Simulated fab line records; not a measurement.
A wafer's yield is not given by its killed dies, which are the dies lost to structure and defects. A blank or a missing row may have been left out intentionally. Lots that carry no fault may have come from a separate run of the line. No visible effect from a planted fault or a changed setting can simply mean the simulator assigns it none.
fab line records | flow rit_cmos
[record] lots = 5 | wafers = 15 | last_day = 7
route steps=202 shown SDANNEAL@153 SILICIDE@161 CONTACT@168 M1@184
lots that met no fault: taken from a fault-free run of the same line
start_h: start of the lot's first displayed wafer, in hours after the record's first day | wait_h: time in hours since the lot's previous step | " the same as in the row above | L1.1+2: one row covering several wafers at once | - either no value or no given start | * or withheld: withheld | < > ~ a bound
route shown NAME@n: NAME is a module with steps in the file, n the number in the route of the first one | usual: mean/standard deviation of fault-free wafers | same: alike in all rows | chamber/n: place in a boat | sites: per-site readings | _std_site: standard deviation across them | _edge_site: the outer-site mean with the inner-site mean subtracted | radius_mm: how far each site lies from the wafer's centre | mask NAME#n: copy n | behind: tool/chamber where the wafer was last shaped | hold: why the lot was held/for how many hours/how that ended | device: whichever transistor did not switch (one of n, p or np) | end of line: the route-end tests of the same wafers | step lacking rows: just its recipe | killed: dies lost to structure and defects at the first sort, not the wafer's yield | map: a wafer's dies, marking killed ones x, the rest . and places with no die _
set.NAME: the setting that was run; set.NAME@STEP: the one run at that earlier step | model.NAME: the simulator's own value behind a step, which no gauge read
lots at some steps of the route; a table a step, a row a wafer
[[steps]]
[step RIT_SDANNEAL_CLEAN_00]
[recipe] chemistry = SC1 | mix = 3:3:50 | time_s = 600 | temp_c = 75
[step RIT_SDANNEAL_CLEAN_01]
[recipe] chemistry = dHF | dilution = 50:1 | time_s = 30
[step RIT_SDANNEAL_CLEAN_02]
[recipe] chemistry = SC2 | mix = 3:3:50 | time_s = 600 | temp_c = 75 | dry = n2_spin
[step RIT_SDANNEAL_RTA_03]
[recipe] temp_c = 1050 | time_s = 5 | idle_temp_c = 600 | ramp_up_c_per_s = 342 | ramp_down_c_per_s = 171 | cool_to_c = 600 | ambient = N2
[step RIT_SILICIDE_WET_ETCH_00]
[recipe] chemistry = BOE | target = SiO2 | target_depth_nm = 14 | time_s = 15 | dry = n2_spin | dilution = 10:1 | temp_c = 21.5
[step RIT_SILICIDE_SPUTTER_01]
[recipe] material = Ti | target_thk_nm = 30 | power_w = 350 | chamber_pressure_pa = 0.667 | gas = Ar | time_s = 240 | substrate_temp_c = 25
[step RIT_SILICIDE_RTA_04]
[recipe] temp_c = 650 | time_s = 10 | idle_temp_c = 25 | ramp_up_s = 5 | ramp_down_s = 5 | cool_to_c = 25 | ambient = N2
[usual] wafer_temp_C_max = 652.6/0.67
lot.wafer | tool          | chamber | start_h | wait_h | wafer_temp_C_max
L569.2    | rtp_anneal-01 | 0       | 91.74   | 0.1    | 653.2
L569.4    | "             | 0       | "       | "      | 652.7
L569.5    | "             | 0       | "       | "      | 653.1
L570.1    | rtp_anneal-01 | 0       | 96.83   | 0.1    | 652.7
L570.3    | "             | 0       | "       | "      | 652.5
L570.4    | "             | 0       | "       | "      | 652.9
L571.1    | rtp_anneal-01 | 0       | 101.61  | 0.1    | 652.7
L571.4    | "             | 0       | "       | "      | 652.7
L571.6    | "             | 0       | "       | "      | 653.2
L572.1    | rtp_anneal-01 | 0       | 107.62  | 0.1    | 652.3
L572.2    | "             | 0       | "       | "      | 652.1
L572.3    | "             | 0       | "       | "      | 652.9
L584.3    | rtp_anneal-02 | 0       | 163.36  | 0.1    | 652.9
L584.4    | "             | 0       | "       | "      | 653.4
L584.5    | "             | 0       | "       | "      | 653.1
[step RIT_SILICIDE_WET_ETCH_05]
[recipe] chemistry = SPM | target = Ti | temp_c = 90 | time_s = 120 | dry = n2_spin
[step RIT_SILICIDE_RTA_06]
[recipe] temp_c = 750 | time_s = 10 | idle_temp_c = 25 | ramp_up_s = 5 | ramp_down_s = 10 | cool_to_c = 25 | ambient = N2
[step RIT_CONTACT_CVD_00]
[recipe] material = SiO2 | target_thk_nm = 400 | precursor = TEOS | temp_c = 390 | time_s = 61 | rf_w = 400
[step RIT_CONTACT_HMDS_02]
[recipe] prime_time_s = 60 | prime_temp_c = 140
[step RIT_CONTACT_COAT_03]
[recipe] resist = NOVOLAK | spin_rpm = 3250 | resist_thk_nm = 1000
[step RIT_CONTACT_SOFTBAKE_04]
[recipe] resist = NOVOLAK | temp_c = 90 | time_s = 60
[step RIT_CONTACT_EXPOSE_05]
[recipe] mask_id = M11 | na = 0.6 | source_shape = conventional | sigma_outer = 0.5 | target_cd_nm = 1000 | dose_mj = 250
[step RIT_CONTACT_PEB_06]
[recipe] resist = NOVOLAK | temp_c = withheld | time_s = withheld
[step RIT_CONTACT_DEVELOP_07]
[recipe] resist = NOVOLAK | develop_time_s = 120 | dev_temp_c = 23
[step RIT_CONTACT_HARDBAKE_10]
[recipe] resist = NOVOLAK | temp_c = 140 | time_s = 60
[step RIT_CONTACT_ETCH_11]
[recipe] target_depth_a = 4800 | over_etch_frac = 0.2 | stop_on = TiSi2 | chemistry = CHF3/CF4/Ar | target = SiO2 | CHF3_flow_sccm = 50 | cf4_flow_sccm = 10 | Ar_flow_sccm = 100 | O2_flow_sccm = 5 | pressure_mtorr = 100 | rf_w = 200 | time_s = 320
[step RIT_CONTACT_STRIP_12]
[recipe] chemistry = O2 | time_s = 180 | resist = NOVOLAK | platen_temp_c = withheld | power_w = 500 | pressure_mtorr = 4000 | o2_flow_sccm = 4000
[step RIT_CONTACT_CLEAN_13]
[recipe] chemistry = SC1 | mix = 3:3:50 | time_s = 600 | temp_c = 75
[step RIT_CONTACT_CLEAN_14]
[recipe] chemistry = SC2 | mix = 3:3:50 | time_s = 600 | temp_c = 75 | dry = n2_spin
[step RIT_M1_SPUTTER_00]
[recipe] material = Al | target_thk_nm = 400 | power_w = 2000 | chamber_pressure_pa = 0.4 | gas = Ar | time_s = 500 | substrate_temp_c = 25
[step RIT_M1_HMDS_03]
[recipe] prime_time_s = 60 | prime_temp_c = 140
[step RIT_M1_COAT_04]
[recipe] resist = NOVOLAK | spin_rpm = 2000 | resist_thk_nm = 1300
[step RIT_M1_SOFTBAKE_05]
[recipe] resist = NOVOLAK | temp_c = 90 | time_s = 60
[step RIT_M1_EXPOSE_06]
[recipe] mask_id = M12 | na = 0.6 | source_shape = conventional | sigma_outer = 0.5 | target_cd_nm = 2600 | dose_mj = 250
[step RIT_M1_PEB_07]
[recipe] resist = NOVOLAK | temp_c = withheld | time_s = withheld
[step RIT_M1_DEVELOP_08]
[recipe] resist = NOVOLAK | develop_time_s = 68 | dev_temp_c = 23
[step RIT_M1_PROBE_99]
[usual] killed_at_front_end = 7/3.1 | killed_dies = 7/3.1 | killed_open = 3.5/2 | killed_short = 3.3/2
[same] gross_dies = 264 | killed_at_M0_to_M3 = 0 | killed_at_M4_up = 0 | killed_at_back_side = 0 | killed_at_contacts = 0 | killed_at_other = 0
lot.wafer | tool      | chamber | start_h | wait_h | killed_at_front_end | killed_dies | killed_open | killed_short | model.etest.npoly_line.line_ohm_um | model.etest.ppoly_line.line_ohm_um | model.etest.contact_pplus.end_ohm_um | model.etest.contact_nplus.end_ohm_um | model.etest.ppoly_line.width_nm | model.etest.npoly_line.width_nm | model.etest.npoly_line.rs_ohm_sq | model.etest.ppoly_line.rs_ohm_sq
L569.2    | prober-01 | -       | 98.72   | 0.1    | 4                   | 4           | 2           | 2            | 159.1                              | 154.8                              | 44.69                                | 41.38                                | 105.2                           | 104.9                           | 16.63                            | 16.26
L569.4    | prober-01 | -       | 98.82   | 0.2    | 12                  | 12          | 5           | 7            | 159.5                              | 157.2                              | 44.74                                | 42.03                                | 105.2                           | 104.1                           | 16.89                            | 16.37
L569.5    | prober-01 | -       | 98.87   | 0.2    | 8                   | 8           | 4           | 4            | 159                                | 154                                | 44.41                                | 41.6                                 | 105.2                           | 104.3                           | 16.83                            | 16.23
L570.1    | prober-02 | -       | 103.42  | 0.1    | 5                   | 5           | 2           | 3            | 220.4                              | 208.2                              | 36.78                                | 33.7                                 | 105.2                           | 104.1                           | 22.84                            | 21.95
L570.3    | prober-02 | -       | 103.52  | 0.2    | 8                   | 8           | 4           | 4            | 216.1                              | 207.5                              | 36.74                                | 34.29                                | 105.5                           | 104.3                           | 22.96                            | 21.86
L570.4    | prober-02 | -       | 103.57  | 0.2    | 5                   | 5           | 3           | 2            | 213.1                              | 201.5                              | 35.96                                | 34.16                                | 108.2                           | 107.7                           | 22.72                            | 21.76
L571.1    | prober-01 | -       | 108.21  | 0.1    | 8                   | 8           | 4           | 4            | 210.5                              | 196                                | 36.75                                | 32.67                                | 109.5                           | 109                             | 23.02                            | 21.85
L571.4    | prober-01 | -       | 108.36  | 0.2    | 6                   | 6           | 2           | 4            | 216.4                              | 204.8                              | 36.07                                | 32.69                                | 106.8                           | 105.7                           | 22.85                            | 21.97
L571.6    | prober-01 | -       | 108.46  | 0.2    | 4                   | 4           | 3           | 1            | 206.2                              | 199.5                              | 35.12                                | 33.24                                | 111.4                           | 110.6                           | 22.83                            | 21.93
L572.1    | prober-02 | -       | 114.13  | 0.1    | 3                   | 3           | 2           | 1            | 209.7                              | 203.2                              | 36.02                                | 33.5                                 | 107.4                           | 106.2                           | 22.71                            | 21.91
L572.2    | prober-02 | -       | 114.18  | 0.1    | 5                   | 5           | 3           | 2            | 210                                | 197.9                              | 35.68                                | 33.02                                | 109.8                           | 108.9                           | 22.76                            | 21.7
L572.3    | prober-02 | -       | 114.23  | 0.2    | 0                   | 0           | 0           | 0            | 217                                | 202.1                              | 35.46                                | 31.78                                | 107.4                           | 106.9                           | 22.82                            | 21.85
L584.3    | prober-02 | -       | 171.06  | 0.2    | 6                   | 6           | 5           | 1            | 169.8                              | 162                                | 44.88                                | 41.7                                 | 101.1                           | 101                             | 16.94                            | 16.29
L584.4    | prober-02 | -       | 171.11  | 0.2    | 6                   | 6           | 5           | 1            | 161.4                              | 156.3                              | 44.27                                | 43.28                                | 103.1                           | 103.2                           | 16.72                            | 16.24
L584.5    | prober-02 | -       | 171.16  | 0.2    | 9                   | 9           | 7           | 2            | 163.9                              | 161.6                              | 45.19                                | 42.47                                | 102.6                           | 101.3                           | 16.79                            | 16.28
// killed by level:class
L569.2 GATE:geometric_particle:short=1 SPACER:geometric_particle:short=1 SPACER:geometric_particle:open=1 SILICIDE:geometric_particle:open=1
L569.4 SILICIDE:geometric_particle:short=4 SPACER:geometric_particle:short=2 SPACER:geometric_particle:open=2 GATE:geometric_particle:short=1 GATE:geometric_particle:open=1 REOX:geometric_particle:open=1 SILICIDE:geometric_particle:open=1
L569.5 GATE:geometric_particle:open=2 GATE:geometric_particle:short=2 FOX2:geometric_particle:short=1 SPACER:geometric_particle:short=1 SPACER:geometric_particle:open=1 SILICIDE:geometric_particle:open=1
L570.1 GATE:geometric_particle:short=2 FOX1:geometric_particle:short=1 REOX:geometric_particle:open=1 SPACER:geometric_particle:open=1
L570.3 GATE:geometric_particle:short=3 GATE:geometric_particle:open=2 FOX1:geometric_particle:short=1 FOX1:geometric_particle:open=1 REOX:geometric_particle:open=1
L570.4 FOX2:geometric_particle:open=2 FOX1:geometric_particle:short=1 SPACER:geometric_particle:open=1 SPACER:geometric_particle:short=1
L571.1 GATE:geometric_particle:short=3 FOX1:geometric_particle:open=2 GATE:geometric_particle:open=1 REOX:geometric_particle:open=1 SILICIDE:geometric_particle:short=1
L571.4 FOX1:geometric_particle:short=2 FOX1:geometric_particle:open=1 FOX2:geometric_particle:short=1 GATE:geometric_particle:short=1 GATE:geometric_particle:open=1
L571.6 GATE:geometric_particle:short=1 GATE:geometric_particle:open=1 REOX:geometric_particle:open=1 SPACER:geometric_particle:open=1
L572.1 FOX2:geometric_particle:open=1 SPACER:geometric_particle:open=1 SPACER:geometric_particle:short=1
L572.2 SPACER:geometric_particle:open=2 ACTIVE:geometric_particle:short=1 FOX1:geometric_particle:short=1 FOX1:geometric_particle:open=1
L572.3
L584.3 GATE:geometric_particle:open=3 SPACER:geometric_particle:open=1 SPACER:geometric_particle:short=1 SILICIDE:geometric_particle:open=1
L584.4 REOX:geometric_particle:open=3 GATE:geometric_particle:open=1 GATE:geometric_particle:short=1 SILICIDE:geometric_particle:open=1
L584.5 REOX:geometric_particle:open=4 FOX1:geometric_particle:open=1 GATE:geometric_particle:short=1 GATE:geometric_particle:open=1 SPACER:geometric_particle:open=1 SILICIDE:geometric_particle:short=1
[[key]]
first_sign none at tools or gauges
[model_effect] step = RIT_M1_PROBE_99 | value = etest.npoly_line.line_ohm_um | without = 170.9 | struck = 213.3
met_at RIT_SILICIDE_RTA_04
struck_wafers L570.1,L570.3,L570.4,L571.1,L571.4,L571.6,L572.1,L572.2,L572.3
tester_left_out L570,L571,L572
onset_between 91.74 96.83
[fault] kind = process_parameter_drift | tool = rtp_anneal-01 | chamber = - | onset_h = 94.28 | steps = RIT_SILICIDE_RTA_04 | channel = time_s | offset = * | shape = step | end_h = 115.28 | acts_in = * | stated = *
// tester_left_out: of these lots the tester's yield and bins aren't shown, on N5 and GAA mostly nor the transistor test; their killed dies are dies lost to structure and defects alone, not to doping, threshold or leakage, so they don't give the yield
